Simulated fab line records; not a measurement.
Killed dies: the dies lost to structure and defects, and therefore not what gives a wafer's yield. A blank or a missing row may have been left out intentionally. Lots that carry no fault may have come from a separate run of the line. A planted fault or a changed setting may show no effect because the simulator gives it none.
Check of tool commonality | flow berkeley cmos170 | 13 lots and 39 wafers in the sample

## REASON FOR OPENING
At UCB170_NLDD_CD_MEAS_06 the reading cd nm is flagged on 1 of 13 lots. No-fault wafers: 1200.1 nm, standard deviation 1.7.
Rule: a lot gets a flag if all its wafers with a number sit over 4 standard deviations from that mean, or if no wafer of it has a number. The other lots count as sound.

lot  | measured     | on        | cd nm (nm), wafer by wafer | flag
L553 | day 7 18:42  | cd sem-01 | 1202.6 1202.4 1200.9       |
L552 | day 7 18:49  | cd sem-01 | 1199.0 1197.9 1198.3       |
L554 | day 8 03:00  | cd sem-02 | 1198.4 1198.9 1199.9       |
L556 | day 8 12:41  | cd sem-01 | 961.2 962.6 962.0          | FLAGGED
L561 | day 9 01:19  | cd sem-01 | 1197.3 1197.2 1196.9       |
L560 | day 9 01:27  | cd sem-01 | 1200.5 1200.5 1199.5       |
L563 | day 9 12:53  | cd sem-01 | 1196.6 1197.0 1196.8       |
L569 | day 11 05:34 | cd sem-02 | 1201.6 1201.0 1200.2       |
L570 | day 11 05:55 | cd sem-01 | 1201.6 1200.3 1199.3       |
L568 | day 11 06:47 | cd sem-01 | 1201.3 1201.0 1200.7       |
L571 | day 11 06:52 | cd sem-02 | 1200.6 1201.4 1200.9       |
L575 | day 12 15:52 | cd sem-01 | 1201.9 1202.7 1202.6       |
L574 | day 12 15:54 | cd sem-02 | 1200.8 1199.2 1200.0       |
On average the flagged lots read 961.9 nm, which is -238.2 nm against the usual, or -99 or more standard deviations.

## LOT BY LOT: THE TOOL USED
The record keeps 1 process step preceding the reading, out of 331 steps on the route. Cell contents, in order: the tool; ch with the chambers the sampled wafers went through; the start.
lot  | flag    | UCB170_NLDD_EXPOSE_03
L553 |         | krf scanner-01 ch 0, day 7 18:04
L552 |         | krf scanner-01 ch 0, day 7 18:23
L554 |         | krf scanner-02 ch 0, day 8 02:36
L556 | FLAGGED | krf scanner-01 ch 0, day 8 12:18
L561 |         | krf scanner-02 ch 0, day 9 00:55
L560 |         | krf scanner-02 ch 0, day 9 01:03
L563 |         | krf scanner-02 ch 0, day 9 12:30
L569 |         | krf scanner-01 ch 0, day 11 05:11
L570 |         | krf scanner-01 ch 0, day 11 05:31
L568 |         | krf scanner-01 ch 0, day 11 06:10
L571 |         | krf scanner-01 ch 0, day 11 06:22
L575 |         | krf scanner-01 ch 0, day 12 14:16
L574 |         | krf scanner-02 ch 0, day 12 14:28
What the steps here do:
- UCB170_NLDD_EXPOSE_03: exposes mask NSELECT, target cd 1200 nm.
- UCB170_NLDD_CD_MEAS_06: target cd 1200 nm.

## FLAGGED AGAINST TOTAL, ONE TOOL AT A TIME (gauges that did the reading follow at the end)
step                   | tool           | lots run | flagged | share of the flagged lots | sound lots run after its first flagged lot
UCB170_NLDD_EXPOSE_03  | krf scanner-01 | 8        | 1       | all                       | 5 (L569,L570,L568,L571,L575)
UCB170_NLDD_EXPOSE_03  | krf scanner-02 | 5        | 0       | none                      | -
UCB170_NLDD_CD_MEAS_06 | cd sem-01      | 9        | 1       | all                       | 6 (L561,L560,L563,L570,L568,L575)
UCB170_NLDD_CD_MEAS_06 | cd sem-02      | 4        | 0       | none                      | -

## THE TABLE: WHAT IT ALLOWS
Rows of the table that ran all the flagged lots, 2 in number: krf scanner-01 at UCB170_NLDD_EXPOSE_03; cd sem-01 at UCB170_NLDD_CD_MEAS_06.
- krf scanner-01 at UCB170_NLDD_EXPOSE_03 ran 8 lots, 1 of them flagged. Lots that were sound ran on it after the first flagged one (L569, L570, L568, L571, L575); a persistent fault on the entire tool would not allow that.
- cd sem-01 at UCB170_NLDD_CD_MEAS_06 ran 9 lots, 1 of them flagged. Lots that were sound ran on it after the first flagged one (L561, L560, L563, L570, L568, L575); a persistent fault on the entire tool would not allow that.
There is no row in the table that ran each flagged lot and no sound lot after the first.

## WHAT THE SIMULATOR HAD INSERTED
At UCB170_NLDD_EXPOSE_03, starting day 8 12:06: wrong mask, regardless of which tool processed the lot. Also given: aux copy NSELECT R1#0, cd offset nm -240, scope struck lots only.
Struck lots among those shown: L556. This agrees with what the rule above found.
